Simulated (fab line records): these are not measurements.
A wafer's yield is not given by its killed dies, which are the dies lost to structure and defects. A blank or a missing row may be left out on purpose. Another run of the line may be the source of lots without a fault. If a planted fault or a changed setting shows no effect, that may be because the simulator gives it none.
Chamber matching :: flow berkeleyCmos170 :: cmp-02 running UCB170_V2_CMP_02: 4 sister chambers
The step polishes SiO2. 14 wafers are shown with their chamber, then 7 later ones without.

== WAFERS PAIRED WITH THEIR CHAMBERS ==
wafer: L920.2
chamber: 3
motorCurrentA (A): 15.2
edgeZonePressureFrac: 1.009
headPressurePsi (psi): 5.993

wafer: L920.4
chamber: 1
motorCurrentA (A): 16.1
edgeZonePressureFrac: 1.001
headPressurePsi (psi): 5.988

wafer: L920.6
chamber: 2
motorCurrentA (A): 18.2
edgeZonePressureFrac: 1.002
headPressurePsi (psi): 6.011

wafer: L922.2
chamber: 0
motorCurrentA (A): 15.2
edgeZonePressureFrac: 1.003
headPressurePsi (psi): 6.016

wafer: L922.4
chamber: 2
motorCurrentA (A): 17.6
edgeZonePressureFrac: 1.002
headPressurePsi (psi): 5.991

wafer: L922.5
chamber: 2
motorCurrentA (A): 17.5
edgeZonePressureFrac: 1.003
headPressurePsi (psi): 6.007

wafer: L924.3
chamber: 1
motorCurrentA (A): 15.8
edgeZonePressureFrac: 1.001
headPressurePsi (psi): 5.995

wafer: L924.5
chamber: 3
motorCurrentA (A): 15.8
edgeZonePressureFrac: 1.002
headPressurePsi (psi): 5.998

wafer: L924.6
chamber: 2
motorCurrentA (A): 17.6
edgeZonePressureFrac: 0.995
headPressurePsi (psi): 5.979

wafer: L926.1
chamber: 0
motorCurrentA (A): 16.5
edgeZonePressureFrac: 0.996
headPressurePsi (psi): 6.000

wafer: L926.3
chamber: 2
motorCurrentA (A): 17.7
edgeZonePressureFrac: 0.998
headPressurePsi (psi): 5.979

wafer: L926.4
chamber: 1
motorCurrentA (A): 16.0
edgeZonePressureFrac: 0.997
headPressurePsi (psi): 5.998

wafer: L929.1
chamber: 0
motorCurrentA (A): 15.5
edgeZonePressureFrac: 1.001
headPressurePsi (psi): 5.998

wafer: L929.4
chamber: 3
motorCurrentA (A): 16.2
edgeZonePressureFrac: 1.002
headPressurePsi (psi): 5.986

SIGNATURES, as means of the wafers listed above
reading: motorCurrentA
chamber 0: 15.733
chamber 1: 15.967
chamber 2: 17.720
chamber 3: 15.733
scatter within a chamber: 0.423

reading: edgeZonePressureFrac
chamber 0: 1.00000
chamber 1: 0.99967
chamber 2: 1.00000
chamber 3: 1.00433
scatter within a chamber: 0.0034

reading: headPressurePsi
chamber 0: 6.00467
chamber 1: 5.99367
chamber 2: 5.99340
chamber 3: 5.99233
scatter within a chamber: 0.0111
Rule: a wafer's distance from a chamber is the root of the sum, over the readings, of the square of ((its reading less the chamber's mean) divided by the reading's scatter). The wafer belongs to the nearest chamber; if the next one is less than 2 further off, it can't be placed. How the scatter is found: for the shown wafers, subtract from each reading the mean of its chamber, square and add these, divide the total by (wafers less chambers), then take the root.

== WAFERS WITHOUT THEIR CHAMBER ==
wafer: L929.6
motorCurrentA (A): 15.7
edgeZonePressureFrac: 1.002
headPressurePsi (psi): 6.016

wafer: L930.1
motorCurrentA (A): 16.3
edgeZonePressureFrac: 1.008
headPressurePsi (psi): 6.009

wafer: L930.5
motorCurrentA (A): 17.6
edgeZonePressureFrac: 1.006
headPressurePsi (psi): 6.002

wafer: L930.6
motorCurrentA (A): 15.5
edgeZonePressureFrac: 1.006
headPressurePsi (psi): 5.979

wafer: L932.1
motorCurrentA (A): 16.3
edgeZonePressureFrac: 1.006
headPressurePsi (psi): 6.027

wafer: L932.2
motorCurrentA (A): 15.2
edgeZonePressureFrac: 1.005
headPressurePsi (psi): 5.993

wafer: L932.5
motorCurrentA (A): 17.9
edgeZonePressureFrac: 1.004
headPressurePsi (psi): 6.003

== EACH ONE'S CHAMBER ==
wafer: L929.6
from the rows above: can't be placed: 0 or 1 or 3
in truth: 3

wafer: L930.1
from the rows above: can't be placed: 3 or 0 or 1
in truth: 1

wafer: L930.5
from the rows above: 2
in truth: 2

wafer: L930.6
from the rows above: can't be placed: 3 or 1 or 0
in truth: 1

wafer: L932.1
from the rows above: can't be placed: 0 or 3 or 1 or 2
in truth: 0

wafer: L932.2
from the rows above: can't be placed: 3 or 0 or 1
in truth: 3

wafer: L932.5
from the rows above: 2
in truth: 2
2 of 7 placed correctly. Not placeable from these rows: 5 (in 5, the candidates include the true chamber). Number placed wrongly: 0.
